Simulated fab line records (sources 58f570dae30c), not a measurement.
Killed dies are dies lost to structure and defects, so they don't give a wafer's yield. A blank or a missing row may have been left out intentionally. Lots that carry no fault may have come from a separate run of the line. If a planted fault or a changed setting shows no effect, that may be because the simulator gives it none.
Chamber matching ; flow berkeleyCmos170 ; UCB170_V2_CMP_02 on cmp-02: 4 sister chambers
The step polishes SiO2. 8 wafers are shown with their chamber, then 7 later ones without.

== WAFERS, EACH WITH ITS CHAMBER ==
wafer;chamber;motorCurrentA (A)
L997.6;0;14.8
L109.3;2;19.4
L109.4;1;16.0
L111.2;3;18.5
L111.3;1;15.2
L111.5;2;18.8
L115.2;3;19.3
L115.3;0;14.8

== WAFERS MISSING THEIR CHAMBER ==
wafer;motorCurrentA (A)
L115.6;14.9
L114.1;14.0
L114.3;16.2
L114.5;18.4
L112.1;19.2
L112.3;15.5
L112.4;19.0

== CHAMBER TAKEN BY EACH ==
wafer;from the rows above;in truth
L115.6;can't be placed: 0 or 1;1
L114.1;can't be placed: 0 or 1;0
L114.3;can't be placed: 1 or 0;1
L114.5;can't be placed: 3 or 2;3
L112.1;can't be placed: 2 or 3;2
L112.3;can't be placed: 1 or 0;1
L112.4;can't be placed: 2 or 3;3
Correct placement for 0 of the 7. These rows do not allow placing 7 (true chamber among the candidates in 7). Placed wrongly: 0.
How it was worked out, from the rows above alone: a wafer's distance from a chamber is the root of the sum, over the readings, of the square of ((its reading less the chamber's mean) divided by the reading's scatter). If the next closest chamber is less than 2 further off than the closest, the wafer can't be placed; otherwise it belongs to the closest. The mean given for a chamber averages the wafers shown for that chamber. The scatter: take each reading less its chamber's mean, square it, sum over the shown wafers, divide by the number of wafers less the number of chambers, and take the root.
